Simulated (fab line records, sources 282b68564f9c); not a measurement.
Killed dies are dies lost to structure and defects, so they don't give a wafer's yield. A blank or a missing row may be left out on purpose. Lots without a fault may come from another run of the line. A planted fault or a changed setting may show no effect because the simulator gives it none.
fab line records | flow rit_cmos
record lots=7 wafers=21 last_day=7
route steps=202 shown NWELL@30 PWELL@39 WELLDRIVE@50 NRETRO@53 PRETRO@64 M1@196
lots that met no fault: from a run of the same line without faults
start_h: hours from the record's first day to the start of the lot's first wafer shown | wait_h: hours since the lot's step before | " the same as in the row above | L1.1+2: a row that stands for several wafers | - no value, or no start given | * or withheld: withheld | < > ~ a bound
route shown NAME@n: a module of which the file shows steps, and the number in the route of the first | usual: mean/standard deviation of fault-free wafers | same: alike in all rows | chamber/n: place in a boat | sites: the reading at each site | _std_site: their standard deviation | _edge_site: outer sites' mean less inner sites' | radius_mm: how far each site lies from the wafer's centre | mask NAME#n: copy n | behind: the tool/chamber that last shaped the wafer | hold: why the lot was held/for how many hours/how that ended | device: the transistor (n, p or np) that didn't switch | end of line: the same wafers' tests at the end of the route | a step without rows: its recipe alone | killed: dies lost to structure and defects at the first sort, not the wafer's yield | map: a wafer's dies, x killed, . not, _ none there
set.NAME: the setting as run; set.NAME@STEP: as run at that earlier step | model.NAME: the simulator's own value behind a step, which no gauge read
lots at some steps of the route; a table a step, a row a wafer
services: from which hour (start_h, from the record's first day; less than 0 if before it) a tool's chamber was out of use, for how many hours, and why
## steps
# step RIT_NWELL_SOFTBAKE_02
# recipe resist=NOVOLAK temp_c=90 time_s=60
# step RIT_NWELL_EXPOSE_03
# recipe mask_id=M2 na=0.57 target_cd_nm=43900 dose_mj=250
# step RIT_NWELL_PEB_04
# recipe resist=NOVOLAK temp_c=withheld time_s=withheld
# step RIT_NWELL_DEVELOP_05
# recipe resist=NOVOLAK develop_time_s=68 dev_temp_c=23
# step RIT_NWELL_OVL_MEAS_06
# usual NWELL_OVL=1.0/1.3
# columns lot.wafer tool chamber start_h wait_h NWELL_OVL[nm]
L352.3 overlay-02 - 41.27 - 0.3
L352.4 " - " " 0.1
L352.5 " - " " 0.4
L355.2 overlay-01 - 59.19 - 1.5
L355.3 " - " " 2.0
L355.4 " - " " 0.4
L356.1 overlay-02 - 62.32 - 0.6
L356.2 " - " " 1.4
L356.5 " - " " 1.4
L365.2 overlay-02 - 105.63 - 0.0
L365.4 " - " " 1.6
L365.6 " - " " 0.4
L366.2 overlay-01 - 110.19 - 2.3
L366.4 " - " " 2.9
L366.5 " - " " 0.2
L367.3 overlay-02 - 115.54 - 1.2
L367.5 " - " " 0.3
L367.6 " - " " 1.9
L369.1 overlay-02 - 126.00 - 0.6
L369.2 " - " " 0.9
L369.3 " - " " 0.2
# step RIT_NWELL_HARDBAKE_07
# recipe resist=NOVOLAK temp_c=140 time_s=120
# step RIT_NWELL_IMPLANT_08
# recipe species=P energy_kev=170 dose_cm2=5e+13 tilt_deg=7
# step RIT_NWELL_STRIP_09
# recipe chemistry=O2 time_s=180 resist=NOVOLAK platen_temp_c=withheld power_w=500 pressure_mtorr=4000 o2_flow_sccm=4000
# usual drypump_motor_current_A=6.0/0.59
# columns lot.wafer tool chamber start_h wait_h drypump_motor_current_A rf_hours_counter_h
L352.3 plasma_asher-01 1 41.75 0.1 6.0 -
L352.4 " 0 " " 6.1 -
L352.5 " 1 " " 6.0 -
L355.2 plasma_asher-02 0 59.62 0.1 6.8 38
L355.3 " 0 " " 6.8 -
L355.4 " 1 " " 5.0 -
L356.1 plasma_asher-02 0 62.76 0.1 6.8 38
L356.2 " 1 " " 5.0 38
L356.5 " 1 " " 4.9 -
L365.2 plasma_asher-04 0 106.06 0.1 5.9 30
L365.4 " 1 " " 6.6 -
L365.6 " 1 " " 6.6 -
L366.2 plasma_asher-01 1 110.62 0.1 6.1 46
L366.4 " 1 " " 6.0 -
L366.5 " 1 " " 6.0 -
L367.3 plasma_asher-04 1 116.03 0.1 6.6 -
L367.5 " 0 " " 5.9 -
L367.6 " 1 " " 6.6 -
L369.1 plasma_asher-04 1 126.43 0.1 6.6 33
L369.2 " 0 " " 5.9 33
L369.3 " 0 " " 5.9 -
# step RIT_NWELL_TW_MEAS_10
# usual NWELL_TW=2144/20
# columns lot.wafer tool chamber start_h wait_h NWELL_TW
L352.3 film_metro-04 - 41.89 0.1 2169
L352.4 " - " " 2167
L352.5 " - " " 2165
L355.2 film_metro-02 - 59.80 0.1 2131
L355.3 " - " " 2125
L355.4 " - " " 2125
L356.1 film_metro-02 - 62.93 0.1 2131
L356.2 " - " " 2127
L356.5 " - " " 2125
L365.2 film_metro-04 - 106.24 0.1 2149
L365.4 " - " " 2145
L365.6 " - " " 2143
L366.2 film_metro-01 - 110.80 0.1 2172
L366.4 " - " " 2165
L366.5 " - " " 2167
L367.3 film_metro-02 - 116.16 0.1 2123
L367.5 " - " " 2116
L367.6 " - " " 2124
L369.1 film_metro-02 - 126.61 0.1 2132
L369.2 " - " " 2144
L369.3 " - " " 2130
# step RIT_PWELL_HMDS_00
# recipe prime_time_s=60 prime_temp_c=140
# step RIT_PWELL_COAT_01
# recipe resist=NOVOLAK spin_rpm=2000 resist_thk_nm=1300
# step RIT_PWELL_SOFTBAKE_02
# recipe resist=NOVOLAK temp_c=90 time_s=60
# step RIT_PWELL_EXPOSE_03
# recipe mask_id=M3 na=0.57 target_cd_nm=43700 dose_mj=250
# usual stage_vel_mm_s=499.95/0.23
# same na=0.57
# columns lot.wafer tool chamber start_h wait_h mask stage_vel_mm_s model.PWELL.overlay_x_nm
L352.3 iline_stepper-02 0 42.42 0.1 M3#0 500.16 1.362
L352.4 " 0 " " M3#0 500.35 1.362
L352.5 " 0 " " M3#0 499.81 1.362
L355.2 iline_stepper-02 0 60.46 0.2 M3#0 499.77 1.049
L355.3 " 0 " " M3#0 499.65 1.049
L355.4 " 0 " " M3#0 499.96 1.049
L356.1 iline_stepper-01 0 63.57 0.2 M3#0 500.17 0.4887
L356.2 " 0 " " M3#0 500.03 0.4887
L356.5 " 0 " " M3#0 499.91 0.4887
L365.2 iline_stepper-01 0 106.89 0.2 M3#0 499.46 359.9
L365.4 " 0 " " M3#0 499.99 359.9
L365.6 " 0 " " M3#0 499.71 359.9
L366.2 iline_stepper-01 0 111.32 0.1 M3#0 499.99 358.8
L366.4 " 0 " " M3#0 499.67 358.8
L366.5 " 0 " " M3#0 499.81 358.8
L367.3 iline_stepper-01 0 116.72 0.1 M3#0 499.89 360.4
L367.5 " 0 " " M3#0 499.69 360.4
L367.6 " 0 " " M3#0 499.62 360.4
L369.1 iline_stepper-02 0 127.24 0.2 M3#0 500.05 -0.1836
L369.2 " 0 " " M3#0 500.18 -0.1836
L369.3 " 0 " " M3#0 500.26 -0.1836
# step RIT_PWELL_PEB_04
# recipe resist=NOVOLAK temp_c=withheld time_s=withheld
# step RIT_PWELL_DEVELOP_05
# recipe resist=NOVOLAK develop_time_s=68 dev_temp_c=23
# step RIT_PWELL_OVL_MEAS_06
# usual PWELL_OVL=-1.0/1.5
# columns lot.wafer tool chamber start_h wait_h PWELL_OVL[nm]
L352.3 overlay-02 - 42.82 - -0.8
L352.4 " - " " -1.2
L352.5 " - " " 0.3
L355.2 overlay-02 - 60.87 - 1.4
L355.3 " - " " -0.9
L355.4 " - " " 0.6
L356.1 overlay-02 - 64.00 - 1.0
L356.2 " - " " 0.9
L356.5 " - " " 0.1
L365.2 overlay-02 - 107.30 - 358.4
L365.4 " - " " 359.1
L365.6 " - " " 359.4
L366.2 overlay-01 - 111.74 - 354.9
L366.4 " - " " 357.8
L366.5 " - " " 356.7
L367.3 overlay-02 - 117.12 - 360.1
L367.5 " - " " 359.8
L367.6 " - " " 359.8
L369.1 overlay-02 - 127.67 - -2.1
L369.2 " - " " -1.6
L369.3 " - " " -2.7
# step RIT_PWELL_HARDBAKE_07
# recipe resist=NOVOLAK temp_c=140 time_s=120
# step RIT_PWELL_IMPLANT_08
# recipe species=B energy_kev=170 dose_cm2=7e+13 tilt_deg=7
# step RIT_PWELL_STRIP_09
# recipe chemistry=O2 time_s=180 resist=NOVOLAK platen_temp_c=withheld power_w=500 pressure_mtorr=4000 o2_flow_sccm=4000
# usual drypump_motor_current_A=6.11/0.27
# columns lot.wafer tool chamber start_h wait_h drypump_motor_current_A rf_hours_counter_h
L352.3 plasma_asher-03 0 43.30 0.1 6.33 -
L352.4 " 1 " " 5.77 -
L352.5 " 0 " " 6.35 -
L355.2 plasma_asher-03 0 61.30 0.1 6.36 45
L355.3 " 0 " " 6.35 -
L355.4 " 1 " " 5.76 -
L356.1 plasma_asher-01 1 64.43 0.1 6.03 40
L356.2 " 0 " " 6.09 40
L356.5 " 1 " " 6.02 -
L365.2 plasma_asher-01 1 107.73 0.1 6.05 45
L365.4 " 0 " " 6.09 -
L365.6 " 1 " " 6.04 -
L366.2 plasma_asher-04 0 112.22 0.1 5.91 31
L366.4 " 0 " " 5.90 -
L366.5 " 1 " " 6.58 -
L367.3 plasma_asher-01 0 117.61 0.1 6.11 -
L367.5 " 0 " " 6.10 -
L367.6 " 1 " " 6.00 -
L369.1 plasma_asher-04 0 128.11 0.1 5.88 33
L369.2 " 1 " " 6.60 33
L369.3 " 1 " " 6.53 -
# step RIT_PWELL_TW_MEAS_10
# usual PWELL_TW=957/8.5
# columns lot.wafer tool chamber start_h wait_h PWELL_TW
L352.3 film_metro-04 - 43.44 0.1 969
L352.4 " - " " 958
L352.5 " - " " 964
L355.2 film_metro-02 - 61.49 0.1 943
L355.3 " - " " 941
L355.4 " - " " 946
L356.1 film_metro-02 - 64.61 0.1 939
L356.2 " - " " 938
L356.5 " - " " 942
L365.2 film_metro-02 - 107.92 0.1 947
L365.4 " - " " 946
L365.6 " - " " 945
L366.2 film_metro-01 - 112.40 0.1 961
L366.4 " - " " 954
L366.5 " - " " 961
L367.3 film_metro-04 - 117.74 0.1 948
L367.5 " - " " 953
L367.6 " - " " 950
L369.1 film_metro-02 - 128.28 0.1 948
L369.2 " - " " 951
L369.3 " - " " 945
# step RIT_WELLDRIVE_ANNEAL_00
# recipe temp_c=1100 time_s=14700 ambient=N2
# step RIT_WELLDRIVE_RS_MEAS_01
# recipe thk_meas_gauge=four-point-probe
# usual NWELL_RS=275.5/0.82
# columns lot.wafer tool chamber start_h wait_h NWELL_RS[ohm/sq]
L352.3 film_metro-04 - 49.90 0.0 276.8
L352.4 " - " " 274.9
L352.5 " - " " 275.7
L355.2 film_metro-04 - 66.64 0.0 274.3
L355.3 " - " " 275.8
L355.4 " - " " 274.8
L356.1 film_metro-04 - 69.75 0.0 275.4
L356.2 " - " " 275.7
L356.5 " - " " 275.0
L365.2 film_metro-02 - 114.10 0.0 275.0
L365.4 " - " " 275.4
L365.6 " - " " 275.7
L366.2 film_metro-02 - 117.55 0.0 275.0
L366.4 " - " " 274.4
L366.5 " - " " 274.5
L367.3 film_metro-02 - 122.91 0.0 276.4
L367.5 " - " " 276.2
L367.6 " - " " 275.5
L369.1 film_metro-04 - 133.43 0.0 275.3
L369.2 " - " " 274.8
L369.3 " - " " 275.8
# step RIT_WELLDRIVE_RS_MEAS_02
# recipe thk_meas_gauge=four-point-probe
# usual PWELL_RS=429.6/1.2
# columns lot.wafer tool chamber start_h wait_h PWELL_RS[ohm/sq]
L352.3 film_metro-04 - 50.02 0.1 430.4
L352.4 " - " " 430.8
L352.5 " - " " 430.7
L355.2 film_metro-04 - 66.76 0.1 429.2
L355.3 " - " " 429.2
L355.4 " - " " 429.9
L356.1 film_metro-04 - 69.87 0.1 430.3
L356.2 " - " " 430.5
L356.5 " - " " 430.6
L365.2 film_metro-02 - 114.22 0.1 429.2
L365.4 " - " " 430.1
L365.6 " - " " 429.7
L366.2 film_metro-02 - 117.67 0.1 428.4
L366.4 " - " " 429.7
L366.5 " - " " 428.8
L367.3 film_metro-02 - 123.03 0.1 431.5
L367.5 " - " " 431.5
L367.6 " - " " 431.7
L369.1 film_metro-04 - 133.55 0.1 429.9
L369.2 " - " " 430.0
L369.3 " - " " 430.7
# step RIT_NRETRO_HMDS_00
# recipe prime_time_s=60 prime_temp_c=140
# step RIT_NRETRO_COAT_01
# recipe resist=NOVOLAK spin_rpm=2000 resist_thk_nm=1300
# step RIT_NRETRO_SOFTBAKE_02
# recipe resist=NOVOLAK temp_c=90 time_s=60
# step RIT_NRETRO_EXPOSE_03
# recipe mask_id=M4 na=0.57 target_cd_nm=43900 dose_mj=250
# step RIT_NRETRO_PEB_04
# recipe resist=NOVOLAK temp_c=withheld time_s=withheld
# step RIT_NRETRO_DEVELOP_05
# recipe resist=NOVOLAK develop_time_s=68 dev_temp_c=23
# step RIT_NRETRO_OVL_MEAS_06
# usual NRETRO_OVL=-0.1/1.5
# columns lot.wafer tool chamber start_h wait_h NRETRO_OVL[nm]
L352.3 overlay-02 - 51.12 - -1.9
L352.4 " - " " -0.8
L352.5 " - " " -1.7
L355.2 overlay-02 - 67.87 - -0.1
L355.3 " - " " -0.1
L355.4 " - " " 1.4
L356.1 overlay-01 - 71.00 - -1.1
L356.2 " - " " -1.1
L356.5 " - " " -0.8
L365.2 overlay-01 - 115.33 - -1.1
L365.4 " - " " 0.3
L365.6 " - " " -0.3
L366.2 overlay-01 - 118.66 - -0.1
L366.4 " - " " -0.4
L366.5 " - " " 0.6
L367.3 overlay-02 - 124.12 - -0.2
L367.5 " - " " 0.6
L367.6 " - " " 0.3
L369.1 overlay-01 - 134.67 - 0.9
L369.2 " - " " 0.6
L369.3 " - " " 1.0
# step RIT_NRETRO_HARDBAKE_07
# recipe resist=NOVOLAK temp_c=140 time_s=120
# step RIT_NRETRO_IMPLANT_08
# recipe species=P energy_kev=70 dose_cm2=1e+13 tilt_deg=7
# step RIT_NRETRO_STRIP_09
# recipe chemistry=O2 time_s=180 resist=NOVOLAK platen_temp_c=withheld power_w=500 pressure_mtorr=4000 o2_flow_sccm=4000
# usual drypump_motor_current_A=6.1/0.59
# columns lot.wafer tool chamber start_h wait_h drypump_motor_current_A rf_hours_counter_h
L352.3 plasma_asher-04 0 51.60 0.1 5.9 -
L352.4 " 1 " " 6.5 -
L352.5 " 1 " " 6.6 -
L355.2 plasma_asher-04 0 68.30 0.1 5.9 28
L355.3 " 0 " " 5.9 -
L355.4 " 1 " " 6.6 -
L356.1 plasma_asher-04 1 71.43 0.1 6.6 28
L356.2 " 0 " " 5.9 28
L356.5 " 1 " " 6.6 -
L365.2 plasma_asher-02 0 115.76 0.1 6.8 44
L365.4 " 1 " " 4.9 -
L365.6 " 0 " " 6.8 -
L366.2 plasma_asher-02 1 119.09 0.1 4.9 44
L366.4 " 1 " " 4.9 -
L366.5 " 1 " " 4.9 -
L367.3 plasma_asher-04 1 124.60 0.1 6.6 -
L367.5 " 0 " " 5.9 -
L367.6 " 1 " " 6.6 -
L369.1 plasma_asher-02 0 135.11 0.1 6.7 46
L369.2 " 1 " " 4.9 46
L369.3 " 0 " " 6.8 -
# step RIT_NRETRO_TW_MEAS_10
# usual NRETRO_TW=1048/9.5
# columns lot.wafer tool chamber start_h wait_h NRETRO_TW
L352.3 film_metro-03 - 51.73 0.1 1033
L352.4 " - " " 1040
L352.5 " - " " 1046
L355.2 film_metro-02 - 68.49 0.1 1040
L355.3 " - " " 1037
L355.4 " - " " 1038
L356.1 film_metro-03 - 71.61 0.1 1043
L356.2 " - " " 1040
L356.5 " - " " 1035
L365.2 film_metro-03 - 115.95 0.1 1034
L365.4 " - " " 1037
L365.6 " - " " 1035
L366.2 film_metro-03 - 119.27 0.1 1043
L366.4 " - " " 1044
L366.5 " - " " 1040
L367.3 film_metro-01 - 124.74 0.1 1061
L367.5 " - " " 1056
L367.6 " - " " 1057
L369.1 film_metro-02 - 135.28 0.1 1044
L369.2 " - " " 1045
L369.3 " - " " 1048
# step RIT_PRETRO_HMDS_00
# recipe prime_time_s=60 prime_temp_c=140
# step RIT_PRETRO_COAT_01
# recipe resist=NOVOLAK spin_rpm=2000 resist_thk_nm=1300
# step RIT_PRETRO_SOFTBAKE_02
# recipe resist=NOVOLAK temp_c=90 time_s=60
# step RIT_PRETRO_EXPOSE_03
# recipe mask_id=M5 na=0.57 target_cd_nm=43700 dose_mj=250
# step RIT_PRETRO_PEB_04
# recipe resist=NOVOLAK temp_c=withheld time_s=withheld
# step RIT_PRETRO_DEVELOP_05
# recipe resist=NOVOLAK develop_time_s=68 dev_temp_c=23
# step RIT_PRETRO_OVL_MEAS_06
# usual PRETRO_OVL=0.0/1.5
# columns lot.wafer tool chamber start_h wait_h PRETRO_OVL[nm]
L352.3 overlay-01 - 52.79 - -0.8
L352.4 " - " " 0.9
L352.5 " - " " -0.9
L355.2 overlay-02 - 69.67 - -0.3
L355.3 " - " " 1.3
L355.4 " - " " -0.6
L356.1 overlay-01 - 72.55 - 2.1
L356.2 " - " " -0.2
L356.5 " - " " -0.1
L365.2 overlay-01 - 117.01 - -0.5
L365.4 " - " " 2.1
L365.6 " - " " 0.6
L366.2 overlay-01 - 120.41 - 1.1
L366.4 " - " " 0.6
L366.5 " - " " 2.8
L367.3 overlay-01 - 125.71 - 1.0
L367.5 " - " " 0.5
L367.6 " - " " -0.1
L369.1 overlay-02 - 136.22 - -0.9
L369.2 " - " " 1.4
L369.3 " - " " 1.7
# step RIT_PRETRO_HARDBAKE_07
# recipe resist=NOVOLAK temp_c=140 time_s=120
# step RIT_M1_METAL_ETCH_12
# recipe stop_on=SiO2 chemistry=Cl2/BCl3 target=Al time_s=165 over_etch_frac=0.5 pressure_mtorr=100 target_depth_a=6000 rf_w=250 Cl2_flow_sccm=60 bcl3_flow_sccm=50
# usual drypump_motor_current_A=5.97/0.21 oes_product_au=0.776/0.013 throttle_valve_pct=8.26/0.088
# columns lot.wafer tool chamber start_h wait_h drypump_motor_current_A oes_product_au rf_hours_counter_h throttle_valve_pct model.M1.cd_nm
L352.3 rie_metal-03 1 75.46 0.2 5.99 0.793 - 8.27 2597
L352.4 " 0 " " 5.86 0.787 - 8.09 2599
L352.5 " 0 " " 5.88 0.797 - 8.07 2599
L355.2 rie_metal-03 1 95.34 0.2 6.06 0.789 2 8.26 2601
L355.3 " 1 " " 6.03 0.781 - 8.26 2598
L355.4 " 0 " " 5.87 0.783 - 8.09 2599
L356.1 rie_metal-01 0 95.74 0.2 6.02 0.764 4 8.25 2598
L356.2 " 1 " " 5.56 0.767 4 8.38 2602
L356.5 " 1 " " 5.57 0.757 - 8.39 2601
L365.2 rie_metal-01 0 140.26 0.2 6.02 0.763 5 8.28 2599
L365.4 " 0 " " 6.03 0.769 - 8.24 2599
L365.6 " 1 " " 5.56 0.773 - 8.37 2598
L366.2 rie_metal-03 1 144.18 0.2 6.05 0.781 3 8.27 2600
L366.4 " 0 " " 5.86 0.790 - 8.10 2600
L366.5 " 1 " " 6.07 0.790 - 8.27 2601
L367.3 rie_metal-01 1 150.85 0.2 5.56 0.778 - 8.38 2575
L367.5 " 0 " " 6.04 0.760 - 8.25 2572
L367.6 " 1 " " 5.59 0.773 - 8.36 2572
L369.1 rie_metal-03 0 159.90 0.2 5.87 0.782 4 8.09 2597
L369.2 " 1 " " 6.07 0.789 3 8.27 2597
L369.3 " 0 " " 5.89 0.783 - 8.11 2594
# step RIT_M1_PROBE_99
# usual killed_at_front_end=6.5/3 killed_dies=7/3 killed_open=3.2/2 killed_short=3.2/1.9
# same gross_dies=264 killed_at_M0_to_M3=0 killed_at_M4_up=0 killed_at_back_side=0 killed_at_contacts=0 killed_at_other=0
# columns lot.wafer tool chamber start_h wait_h killed_at_front_end killed_dies killed_open killed_short model.etest.well_edge_left.line_ohm_um model.etest.well_edge_right.line_ohm_um model.etest.m1.width_nm model.etest.iso_nwell_nwell.bv_v model.etest.iso_nplus_nwell.lateral_log10_a_um
L352.3 prober-01 - 77.76 0.2 3 3 3 0 182.4 184.5 2591 22.32 -9.514
L352.4 prober-01 - 77.81 0.2 15 15 9 6 181.3 182.1 2596 22.22 -9.433
L352.5 prober-01 - 77.86 0.2 7 7 3 4 182.5 183.2 2601 21.84 -9.411
L355.2 prober-02 - 97.64 0.1 12 12 4 8 182.7 181.2 2602 21.99 -9.53
L355.3 prober-02 - 97.69 0.2 7 7 3 4 184.1 181.3 2597 21.86 -9.436
L355.4 prober-02 - 97.74 0.2 7 7 4 3 183.5 180.3 2603 21.95 -9.421
L356.1 prober-01 - 98.67 0.1 8 8 4 4 181.4 184.9 2592 22.12 -9.433
L356.2 prober-01 - 98.72 0.1 7 7 5 2 186.3 185.4 2601 22.29 -9.424
L356.5 prober-01 - 98.87 0.2 7 7 5 2 184.7 183.2 2594 22.38 -9.415
L365.2 prober-02 - 142.73 0.1 8 8 5 3 217.4 164.4 2607 19.99 -9.473
L365.4 prober-02 - 142.83 0.2 5 5 2 3 213.5 162.6 2606 20.03 -9.465
L365.6 prober-02 - 142.93 0.2 8 8 5 3 218 162.8 2603 19.81 -9.511
L366.2 prober-01 - 146.88 0.1 15 15 9 5 216.3 161.5 2599 20.16 -9.512
L366.4 prober-01 - 146.98 0.2 5 5 4 1 215.9 165 2599 20.19 -9.525
L366.5 prober-01 - 147.03 0.2 5 5 2 3 218.7 163.2 2602 20.17 -9.566
L367.3 prober-02 - 153.18 0.2 7 7 5 2 218.7 162.8 2572 19.94 -9.474
L367.5 prober-02 - 153.28 0.2 7 7 4 3 218.6 163.1 2566 20.36 -9.485
L367.6 prober-02 - 153.33 0.2 7 7 3 4 215.3 164.4 2571 20.23 -9.5
L369.1 prober-02 - 162.63 0.1 5 5 2 3 180.6 183.1 2600 21.91 -9.453
L369.2 prober-02 - 162.68 0.1 6 6 3 3 178.3 178.8 2592 22.19 -9.524
L369.3 prober-02 - 162.73 0.2 3 3 2 1 182 179.7 2593 22.09 -9.503
# killed by level:class
L352.3 GATE:geometric_particle:open=1 REOX:geometric_particle:open=1 SPACER:geometric_particle:open=1
L352.4 GATE:geometric_particle:open=4 REOX:geometric_particle:open=3 GATE:geometric_particle:short=2 SILICIDE:geometric_particle:open=2 FOX1:geometric_particle:short=1 REOX:geometric_particle:short=1 SPACER:geometric_particle:short=1 SILICIDE:geometric_particle:short=1
L352.5 FOX1:geometric_particle:short=1 GATE:geometric_particle:short=1 GATE:geometric_particle:open=1 REOX:geometric_particle:short=1 REOX:geometric_particle:open=1 SILICIDE:geometric_particle:open=1 SILICIDE:geometric_particle:short=1
L355.2 GATE:geometric_particle:open=3 REOX:geometric_particle:short=3 GATE:geometric_particle:short=2 ACTIVE:geometric_particle:short=1 FOX2:geometric_particle:short=1 FOX2:geometric_particle:open=1 SILICIDE:geometric_particle:short=1
L355.3 GATE:geometric_particle:short=3 REOX:geometric_particle:open=2 FOX1:geometric_particle:open=1 REOX:geometric_particle:short=1
L355.4 REOX:geometric_particle:open=3 GATE:geometric_particle:short=2 FOX1:geometric_particle:short=1 FOX1:geometric_particle:open=1
L356.1 GATE:geometric_particle:open=3 GATE:geometric_particle:short=3 FOX2:geometric_particle:open=1 SILICIDE:geometric_particle:short=1
L356.2 GATE:geometric_particle:short=2 GATE:geometric_particle:open=2 SPACER:geometric_particle:open=2 FOX1:geometric_particle:open=1
L356.5 REOX:geometric_particle:open=2 FOX1:geometric_particle:open=1 GATE:geometric_particle:open=1 REOX:geometric_particle:short=1 SILICIDE:geometric_particle:open=1 SILICIDE:geometric_particle:short=1
L365.2 FOX1:geometric_particle:open=4 FOX1:geometric_particle:short=1 GATE:geometric_particle:open=1 REOX:geometric_particle:short=1 SILICIDE:geometric_particle:short=1
L365.4 FOX1:geometric_particle:short=1 FOX1:geometric_particle:open=1 GATE:geometric_particle:short=1 GATE:geometric_particle:open=1 REOX:geometric_particle:short=1
L365.6 FOX1:geometric_particle:short=3 FOX1:geometric_particle:open=2 GATE:geometric_particle:open=1 REOX:geometric_particle:open=1 SPACER:geometric_particle:open=1
L366.2 FOX1:geometric_particle:open=4 GATE:geometric_particle:open=3 FOX1:geometric_particle:short=2 GATE:geometric_particle:short=2 ACTIVE:geometric_particle:open=1 REOX:geometric_particle:short=1 SILICIDE:geometric_particle:open=1 NWELL:coat_microbubble_printed=1
L366.4 GATE:geometric_particle:open=3 FOX1:geometric_particle:open=1 FOX1:geometric_particle:short=1
L366.5 REOX:geometric_particle:short=2 GATE:geometric_particle:short=1 GATE:geometric_particle:open=1 REOX:geometric_particle:open=1
L367.3 ACTIVE:geometric_particle:open=1 FOX2:geometric_particle:open=1 GATE:geometric_particle:short=1 REOX:geometric_particle:open=1 SPACER:geometric_particle:open=1 SPACER:geometric_particle:short=1 SILICIDE:geometric_particle:open=1
L367.5 GATE:geometric_particle:short=2 FOX1:geometric_particle:open=1 FOX1:geometric_particle:short=1 REOX:geometric_particle:open=1 SPACER:geometric_particle:open=1 SILICIDE:geometric_particle:open=1
L367.6 SPACER:geometric_particle:open=2 FOX2:geometric_particle:short=1 GATE:geometric_particle:short=1 GATE:geometric_particle:open=1 SPACER:geometric_particle:short=1 SILICIDE:geometric_particle:short=1
L369.1 ACTIVE:geometric_particle:short=1 FOX1:geometric_particle:short=1 FOX2:geometric_particle:short=1 GATE:geometric_particle:open=1 SPACER:geometric_particle:open=1
L369.2 GATE:geometric_particle:short=2 GATE:geometric_particle:open=2 REOX:geometric_particle:open=1 SPACER:geometric_particle:short=1
L369.3 FOX1:geometric_particle:open=1 GATE:geometric_particle:short=1 SPACER:geometric_particle:open=1
## services
# columns tool chamber start_h hours kind
iline_stepper-01 0 31.69 - calibration
plasma_asher-02 - 50.39 3.1 repair
rie_metal-03 - 71.56 2.8 pm
rie_metal-01 - 76.26 2.8 pm
plasma_asher-04 - 78.37 17.6 repair
iline_stepper-01 - 96.65 3.8 repair
rie_metal-01 1 101.72 7.3 repair
plasma_asher-03 - 108.75 9.0 pm
plasma_asher-03 0 108.75 9.0 vent_cycle
plasma_asher-03 1 108.75 9.0 vent_cycle
plasma_asher-02 - 111.69 0.8 repair
rie_metal-01 1 115.87 1.9 repair
plasma_asher-03 0 117.75 - clean
plasma_asher-03 1 117.75 - clean
plasma_asher-01 - 122.12 4.2 pm
iline_stepper-01 - 146.52 1.7 pm
## key
first_sign step=RIT_PWELL_OVL_MEAS_06 reading=PWELL_OVL direction=up sigmas=99+ usual=-1.0 struck=358.5
effect none on later readings
model_effect step=RIT_PWELL_EXPOSE_03 value=PWELL.overlay_x_nm without=-0.3277 struck=359.7
model_effect step=RIT_M1_METAL_ETCH_12 value=M1.cd_nm without=2600 struck=2591
model_effect step=RIT_M1_PROBE_99 value=etest.well_edge_left.line_ohm_um without=182.3 struck=216.9
met_at RIT_PWELL_EXPOSE_03
struck_wafers L365.2,L365.4,L365.6,L366.2,L366.4,L366.5,L367.3,L367.5,L367.6
tester_left_out L365,L366,L367
loop_trim step=RIT_M1_EXPOSE_06 setting=dose lots=L367
onset_between 63.57 106.89
fault kind=scanner_matching_overlay tool=iline_stepper-01 chamber=- onset_h=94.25 steps=RIT_PWELL_EXPOSE_03 offset=360
# tester_left_out: of these lots the tester's yield and bins aren't shown, on N5 and GAA mostly nor the transistor test; their killed dies are dies lost to structure and defects alone, not to doping, threshold or leakage, so they don't give the yield
# loop_trim: a control loop set the setting to another value than it would have without faults
